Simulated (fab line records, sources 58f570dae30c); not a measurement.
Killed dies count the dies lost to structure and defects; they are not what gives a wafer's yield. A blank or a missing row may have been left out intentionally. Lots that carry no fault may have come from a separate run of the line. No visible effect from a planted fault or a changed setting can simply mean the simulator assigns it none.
What tool caused it? ; flow berkeley cmos170 ; 14 lots with 42 wafers sampled at 4 steps, on a route of 331 steps

## WHAT THE GAUGES READ, wafer by wafer
UCB170_M3_THK_MEAS_03: measures by xrf. Usual: for M3_AL_THK the level is 905 nm and the standard deviation is 12.
lot;measured;on;M3_AL_THK (nm);flag
L238;day 8 00:17;film metro-01;907 903 898;
L243;day 8 08:17;film metro-02;920 912 921;
L242;day 8 10:01;film metro-02;903 888 894;
L241;day 8 10:08;film metro-04;926 922 916;
L246;day 9 11:45;film metro-01;906 894 888;
L245;day 9 12:13;film metro-02;892 903 917;
L247;day 9 19:13;film metro-01;902 897 900;
L249;day 9 19:49;film metro-01;903 887 895;
L248;day 9 22:57;film metro-01;890 903 896;
L250;day 10 12:52;film metro-04;901 897 907;
L251;day 10 18:14;film metro-02;878 895 884;
L254;day 11 00:52;film metro-04;915 895 920;
L260;day 12 09:37;film metro-04;913 918 915;
L261;day 12 10:21;film metro-02;920 912 912;

UCB170_M3_CD_MEAS_90 targets a cd of 700 nm. Usual: 699.6 nm for cd nm, sd 2.8.
lot;measured;on;cd nm (nm);flag
L238;day 8 02:34;cd sem-01;699.3 705.2 705.1;
L243;day 8 10:43;cd sem-02;700.5 702.8 704.7;
L242;day 8 12:17;cd sem-02;700.3 699.1 696.7;
L241;day 8 12:31;cd sem-01;700.0 698.1 695.8;
L246;day 9 14:22;cd sem-01;700.4 698.9 699.6;
L245;day 9 15:43;cd sem-02;703.3 700.5 700.8;
L247;day 9 21:44;cd sem-01;692.4 693.7 695.3;
L249;day 9 22:11;cd sem-01;702.3 701.3 703.3;
L248;day 10 01:49;cd sem-02;700.0 698.3 699.9;
L250;day 10 15:02;cd sem-02;- - -;OFF
L251;day 10 21:11;cd sem-01;- - -;OFF
L254;day 11 02:59;cd sem-01;700.3 701.8 699.7;
L260;day 12 12:28;cd sem-01;696.5 696.8 701.3;
L261;day 12 13:04;cd sem-01;701.3 699.4 699.6;

## WHICH TOOL RAN EACH LOT (tool, then ch and the chambers of the sampled wafers, then the start)
lot;UCB170_M2_ETCH_17;UCB170_M3_PEB_13
L238;rie diel-03 ch 1,2,3, day 7 20:49;litho track-03 ch 0, day 8 01:49
L243;rie diel-04 ch 1,2, day 8 05:17;litho track-03 ch 0, day 8 09:58
L242;rie diel-03 ch 0,1,2, day 8 06:11;litho track-01 ch 0, day 8 11:32
L241;rie diel-02 ch 0,1,3, day 8 06:18;litho track-03 ch 0, day 8 11:46
L246;rie diel-03 ch 1,2, day 9 08:34;litho track-01 ch 0, day 9 13:37
L245;rie diel-04 ch 0,1,3, day 9 08:58;litho track-03 ch 0, day 9 14:46
L247;rie diel-04 ch 1,3, day 9 15:53;litho track-02 ch 0, day 9 20:35
L249;rie diel-03 ch 0,1, day 9 16:26;litho track-02 ch 0, day 9 21:11
L248;rie diel-04 ch 1,3, day 9 19:16;litho track-03 ch 0, day 10 00:52
L250;rie diel-04 ch 1,2,3, day 10 09:07;litho track-02, day 10 14:17
L251;rie diel-03 ch 1,3, day 10 15:01;litho track-02, day 10 20:26
L254;rie diel-03 ch 2,3, day 10 21:40;litho track-01 ch 0, day 11 02:14
L260;rie diel-03 ch 0,3, day 12 06:13;litho track-02 ch 0, day 12 11:39
L261;rie diel-02 ch 0,1,2, day 12 06:56;litho track-03 ch 0, day 12 12:18
- UCB170_M2_ETCH_17: etches BARC in N2/H2.
- UCB170_M3_PEB_13

## AS READ BY THE TOOLS THEMSELVES (means over the sampled wafers that have a number; for cases with no such wafer, the mark the record gives instead)
UCB170_M2_ETCH_17. Usual: bias w 99.98 W, standard deviation 0.3; drypump motor current A 5.7 A, standard deviation 0.54; oes product au 0.996 a.u., standard deviation 0.023; throttle valve pct 13.40 %, standard deviation 0.15.
lot;tool;bias w (W);drypump motor current A (A);oes product au (a.u.);throttle valve pct (%);flag
L238;rie diel-03;99.51;6.0;0.981;13.42;
L243;rie diel-04;100.00;4.9;0.991;13.51;
L242;rie diel-03;99.99;5.9;0.993;13.39;
L241;rie diel-02;99.98;5.9;1.008;13.33;
L246;rie diel-03;99.85;5.8;0.979;13.41;
L245;rie diel-04;100.12;5.7;1.014;13.35;
L247;rie diel-04;100.15;5.2;0.982;13.41;
L249;rie diel-03;99.87;6.0;1.002;13.30;
L248;rie diel-04;99.91;5.2;0.986;13.41;
L250;rie diel-04;100.14;5.2;0.986;13.48;
L251;rie diel-03;100.20;6.2;0.976;13.40;
L254;rie diel-03;100.01;6.1;0.978;13.47;
L260;rie diel-03;100.39;6.2;0.998;13.31;
L261;rie diel-02;99.89;5.8;1.015;13.14;

UCB170_M3_PEB_13. Usual: chill plate temp C 23.02 C, standard deviation 0.096; exhaust pa 44.9 Pa, standard deviation 0.81.
lot;tool;chill plate temp C (C);exhaust pa (Pa);flag
L238;litho track-03;23.04;44.5;
L243;litho track-03;22.91;44.3;
L242;litho track-01;23.05;45.6;
L241;litho track-03;22.88;44.9;
L246;litho track-01;22.91;44.8;
L245;litho track-03;23.04;43.6;
L247;litho track-02;22.92;44.7;
L249;litho track-02;22.98;44.5;
L248;litho track-03;23.01;45.1;
L250;litho track-02;-;-;OFF
L251;litho track-02;-;-;OFF
L254;litho track-01;23.01;44.0;
L260;litho track-02;23.00;45.6;
L261;litho track-03;23.06;44.8;

## THE ANSWER, worked out from the rows above alone
Rule: lot off if the mean of its wafers having a number is beyond 3 standard deviations from the usual mean. Also off: a lot with no number at a reading for which 4 or more lots have one. The other lots that the step has rows for count as sound. After the gauges, taken in route order, come the tools' own readings; for these a lot's mean is taken, as printed above. The first step at which some lot is off is used, and at that step the reading that is off furthest; a lot without a number counts as furthest.
Off: L250, L251, at UCB170_M3_CD_MEAS_90 (cd nm). Without a number there: L250, L251.
If a tool, at a process step before that reading, ran all the lots that are off and no sound lot after the first of them, it fits. Not tried: the gauges at UCB170_M3_CD_MEAS_90; whatever is off there is also off at UCB170_M3_PEB_13, on other tools, and gauge error can't account for it. None of those tried fits.

## WHAT HAD BEEN PUT IN BY THE SIMULATOR
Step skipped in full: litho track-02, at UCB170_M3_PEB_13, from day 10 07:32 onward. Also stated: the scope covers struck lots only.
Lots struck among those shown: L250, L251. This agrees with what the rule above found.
